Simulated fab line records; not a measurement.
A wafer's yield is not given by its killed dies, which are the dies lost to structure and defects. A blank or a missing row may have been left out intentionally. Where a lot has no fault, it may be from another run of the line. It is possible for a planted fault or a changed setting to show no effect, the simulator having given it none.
2 desks looking at one fault | flow berkeley-cmos170 | what lay behind the numbers comes last; until then each desk has only its own

## DESK OF THE TOOL OWNER: furnace-02
The tool's own readings at UCB170_WELLDRIVE_OXIDATION_01 (target thk 199 nm, ox time 9000 s): means of the sampled wafers that have a number, for each lot that ran on this tool. If a lot's mean is further than 4 standard deviations from the usual mean, the lot is out of limits and carries the mark OUT (the distance appears in the brackets).
Columns: A = spike-tc-centre-C at UCB170_WELLDRIVE_OXIDATION_01, usual 1102.8 C; B = spike-tc-load-C at UCB170_WELLDRIVE_OXIDATION_01, usual 1130 C; C = spike-tc-source-C at UCB170_WELLDRIVE_OXIDATION_01, usual 1126.7 C; D = tube-center-temp-C at UCB170_WELLDRIVE_OXIDATION_01, usual 1100 C; E = tube_center_temp_C_max at UCB170_WELLDRIVE_OXIDATION_01, usual 1102.8
lot  | first seen here | A                | B               | C                | D                      | E
L330 | day 3 08:31     | 1103.1           | 1132            | 1127.2           | 1100                   | 1102.8
L334 | day 4 18:44     | 1103.2           | 1134            | 1127.2           | 1100                   | 1103.0
L342 | day 6 06:07     | 1118.9 (+15) OUT | 1149 (+6.0) OUT | 1143.1 (+13) OUT | 1116 (+99 or more) OUT | 1118.4 (+34) OUT
L347 | day 7 07:31     | 1118.9 (+15) OUT | 1148 (+5.9) OUT | 1142.8 (+12) OUT | 1116 (+99 or more) OUT | 1118.3 (+34) OUT
This desk's verdict: out of limits on L342, L347, starting with L342 at day 6 06:07 (spike-tc-centre-C at UCB170_WELLDRIVE_OXIDATION_01). L330, L334: within limits.

## METROLOGY DESK
What the gauges read for every lot (on any tool): the sampled wafers with a number, averaged. If a lot's mean is further than 4 standard deviations from the usual mean, the lot is out of limits and carries the mark OUT (the distance appears in the brackets).
Columns: A = NWELL_OVL at UCB170_NWELL_OVL_MEAS_12, usual 3 nm; B = WELLDRIVE_OXIDE_THK at UCB170_WELLDRIVE_THK_MEAS_02, usual 201.2 nm; C = ACTIVE_OVL at UCB170_ACTIVE_OVL_MEAS_14, usual 1 nm
lot  | first seen here | A  | B                | C
L330 | day 2 07:21     | 7  | 202.0            | 3
L332 | day 2 21:07     | -2 | 201.5            | 1
L331 | day 2 21:31     | -0 | 200.2            | -3
L333 | day 3 00:43     | -5 | 201.4            | 5
L334 | day 3 10:40     | 3  | 202.2            | -4
L335 | day 3 10:50     | 1  | 204.3            | 1
L337 | day 3 22:34     | 2  | 197.0            | 4
L339 | day 4 03:09     | 4  | 201.3            | -3
L338 | day 4 03:49     | -2 | 198.2            | 7
L342 | day 5 01:35     | 1  | 219.1 (+6.4) OUT | 5
L347 | day 6 01:15     | 6  | 218.5 (+6.2) OUT | 5
L351 | day 6 19:23     | 6  | 201.8            | 5
L352 | day 6 19:55     | 11 | 200.5            | 1
L353 | day 7 04:19     | 10 | 204.0            | 6
Finding of this desk: L342, L347 out of limits, first seen on L342 at day 6 09:38 (WELLDRIVE_OXIDE_THK at UCB170_WELLDRIVE_THK_MEAS_02). L330, L332, L331, L333, L334, L335, L337, L339, L338, L351, L352, L353: within limits.

## BROUGHT TOGETHER
The tool owner's desk had the chance to raise an alarm at day 6 06:07 on L342, L347.
At day 6 09:38 the metrology desk could have sounded an alarm, on L342, L347.
Every lot named ran UCB170_WELLDRIVE_OXIDATION_01 on furnace-02.

## WHAT WAS PUT IN BY THE SIMULATOR
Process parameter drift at UCB170_WELLDRIVE_OXIDATION_01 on furnace-02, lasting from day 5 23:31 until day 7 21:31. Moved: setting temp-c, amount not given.
Shown lots that were struck: L342, L347.
Fault start to first reading out of limits, in hours, per desk: tool owner, 7; metrology, 10.
